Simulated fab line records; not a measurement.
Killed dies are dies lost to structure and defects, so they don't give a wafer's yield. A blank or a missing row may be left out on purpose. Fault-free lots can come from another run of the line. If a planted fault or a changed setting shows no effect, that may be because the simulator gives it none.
A struck lot beside a sound one ; flow rit_cmos ; 17 steps out of a route of 202
Sound: these wafers, L199.2, L199.3, L199.5. The struck wafers were L201.3, L201.4, L201.5. Last of all comes the cause.
For every step that has rows: the tool of each side, followed by ch and its chambers, followed by its first start. Under that, the readings that differ: sound wafers ; struck wafers ; difference of the means ; sigmas: that difference in standard deviations of wafers without a fault.
alike: same words and numbers on both sides, and readings whose means sit less than 2 such deviations apart. not compared: any withheld reading, any reading some wafer has no value for, any bound like >300 that may hide the same value, and any number with overlapping values for which the record gives no deviation.
Wherever a step has rows on one side only, a row that says differs or no value, or a row with sigmas, the two part there. Non-overlapping numbers with no deviation appear without sigmas and do not part them. A reading that every wafer of one side lacks parts them only if that side has two wafers or more.

first, 4 steps without rows for these wafers: RIT_NWELL_SOFTBAKE_02 (time 60 s); RIT_NWELL_EXPOSE_03 (exposes mask M2, target cd 43900 nm); RIT_NWELL_PEB_04; RIT_NWELL_DEVELOP_05 (develop time 68 s).
RIT_NWELL_OVL_MEAS_06:
  sound on overlay-02 at day 2 19:14; struck on overlay-02 at day 3 04:05
  alike: NWELL_OVL
then, 2 steps without rows for these wafers: RIT_NWELL_HARDBAKE_07 (time 120 s); RIT_NWELL_IMPLANT_08.
RIT_NWELL_STRIP_09: strips in O2, time 180 s.
  sound on plasma_asher-04 ch 0,1, day 2 19:40; struck on plasma_asher-02 ch 0,1, day 3 04:34
  alike: drypump_motor_current_A
  not compared: rf_hours_counter_h
RIT_NWELL_TW_MEAS_10:
  sound on film_metro-04 at day 2 19:50; struck on film_metro-04 at day 3 04:43
  alike: NWELL_TW
then, 3 steps without rows for these wafers: RIT_PWELL_HMDS_00 (prime time 60 s); RIT_PWELL_COAT_01 (resist thk 1300 nm); RIT_PWELL_SOFTBAKE_02 (time 60 s).
RIT_PWELL_EXPOSE_03: exposes mask M3, target cd 43700 nm.
  sound on iline_stepper-01 ch 0, day 2 20:29; struck on iline_stepper-01 ch 0, day 3 05:22
reading;sound;struck;difference;sigmas
model.PWELL.overlay_x_nm (nm);0.4 0.4 0.4;6217 6217 6217;+6217;
  alike: mask
then, 2 steps without rows for these wafers: RIT_PWELL_PEB_04; RIT_PWELL_DEVELOP_05 (develop time 68 s).
RIT_PWELL_OVL_MEAS_06:
  sound on overlay-02 at day 2 20:54; struck on overlay-01 at day 3 05:58
reading;sound;struck;difference;sigmas
PWELL_OVL (nm);-0.1 1.9 -0.7;- - -;no value on the struck wafers;
  not compared: hold
RIT_M1_PROBE_99:
  rows exist in the record for the sound wafers here (prober-01, day 4 13:18), none for the struck ones

== WHERE THEY PART ==
Last at RIT_M1_PROBE_99 as far as this record goes, first at RIT_PWELL_OVL_MEAS_06.

WHY: whatever the simulator had introduced
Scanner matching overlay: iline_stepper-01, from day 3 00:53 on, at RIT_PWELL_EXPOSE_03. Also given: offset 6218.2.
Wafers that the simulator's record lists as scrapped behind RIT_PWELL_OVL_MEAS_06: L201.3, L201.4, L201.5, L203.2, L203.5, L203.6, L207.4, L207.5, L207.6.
